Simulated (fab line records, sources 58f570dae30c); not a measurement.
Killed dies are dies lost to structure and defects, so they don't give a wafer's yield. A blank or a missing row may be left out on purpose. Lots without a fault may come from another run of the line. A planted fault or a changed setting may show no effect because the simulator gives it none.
Problem report in the 8D (eight disciplines) form, filled by code | flow berkeley_cmos170 | the parts of the form that need people (team, actions taken, sign-off) are left out

1. THE PROBLEM
V1_TEOS_THK at UCB170_V1_THK_MEAS_01 reads a mean of 3499 nm on 1 wafer of 1 lot; wafers without a fault read 2002 nm with a standard deviation of 26. That is +58 standard deviations from the usual mean.
First seen on wafer L333.6, day 11 11:43, on film_metro-01. The record holds 39 wafers of 13 lots with a number at this step. Rule for "out", or "out of limits": more than 4 standard deviations from the usual mean. The other wafers with a number count as sound.

2. WHAT IT IS AND WHAT IT IS NOT
question                    | is                | is not
which readings at this step | V1_TEOS_THK       | -
which lots                  | L333              | L316, L317, L318, L319, L321, L322, L323, L324, L325, L335, L338, L339
which wafers of those lots  | L333.6            | L333.1, L333.5
read on which gauges        | film_metro-01     | film_metro-03, film_metro-04
when                        | from day 11 11:43 | up to then (29 sound wafers); but 9 sound wafers of L335, L338, L339 came after

3. SUSPECTS, AND WHAT RULES EACH OUT
Counting: a tool at a process step up to the reading stays a suspect if it ran every lot that is out. Sound lots after the first of them don't rule it out here, since some wafers of a struck lot are sound.
- the gauge at UCB170_V1_THK_MEAS_01: ruled out. All the wafers that are out were read on film_metro-01, but those of them that UCB170_V1_CVD_00 has rows for are out there too, on other tools.
- plasma_asher-02 at UCB170_BACKSIDE_STRIP_03 (strips in O2): kept. It ran the lot that is out, L333 (day 10 21:34); its last sound lot up to then is L319 (day 7 06:49).
- pecvd-02 at UCB170_V1_CVD_00 (deposits SiO2 from TEOS/O2, target thk 2000 nm, time 250 s): kept. It ran the lot that is out, L333 (day 11 11:33); its last sound lot up to then is L325 (day 9 00:26). Its own readings are out on those wafers: run_length_s.
- Within plasma_asher-02 at UCB170_BACKSIDE_STRIP_03: the wafers that are out ran in chamber 1; their sound lot-mates ran in chamber 0.
- Within pecvd-02 at UCB170_V1_CVD_00: the wafers that are out ran in chamber 0; their sound lot-mates ran in chambers 1, 2.
Left after counting: plasma_asher-02 at UCB170_BACKSIDE_STRIP_03, pecvd-02 at UCB170_V1_CVD_00.

4. THE CAUSE (what the simulator had put in)
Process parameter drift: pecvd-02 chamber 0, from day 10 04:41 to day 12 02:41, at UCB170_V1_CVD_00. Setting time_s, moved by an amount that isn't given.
Counting left 2 suspects, and this tool is among them.

5. THE CHAIN OF EFFECTS, in route order
Each row: a reading whose mean over the struck wafers that have a number lies more than 3 standard deviations from the usual. Only readings for which the record gives a usual standard deviation are gone through. hours: the time from each lot's start at the first step in this table that gives one to its start at this step, as a median over the lots. sigmas: the change in usual standard deviations.
hours | step                  | reading      | usual   | on struck wafers | change | sigmas
0     | UCB170_V1_CVD_00      | run_length_s | 277.9 s | 459.1            | +181.2 | +99 or more
0     | UCB170_V1_THK_MEAS_01 | V1_TEOS_THK  | 2002 nm | 3499             | +1497  | +58
The process steps in it:
- UCB170_V1_CVD_00: deposits SiO2 from TEOS/O2, target thk 2000 nm, time 250 s.

6. WHAT WOULD HAVE CAUGHT IT SOONER
In this record the first reading out of limits at a measuring or inspecting step was taken at day 11 11:43, 31 hours after the fault began at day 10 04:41.
The tool's own readings at UCB170_V1_CVD_00 were out on every struck wafer that the step has a row for (run_length_s): an alarm limit on them would have fired on the first of those.
All the lots that are out (1) had begun UCB170_V1_CVD_00 on pecvd-02 by day 11 11:43. A hold on the tool at that time would have spared none of them.
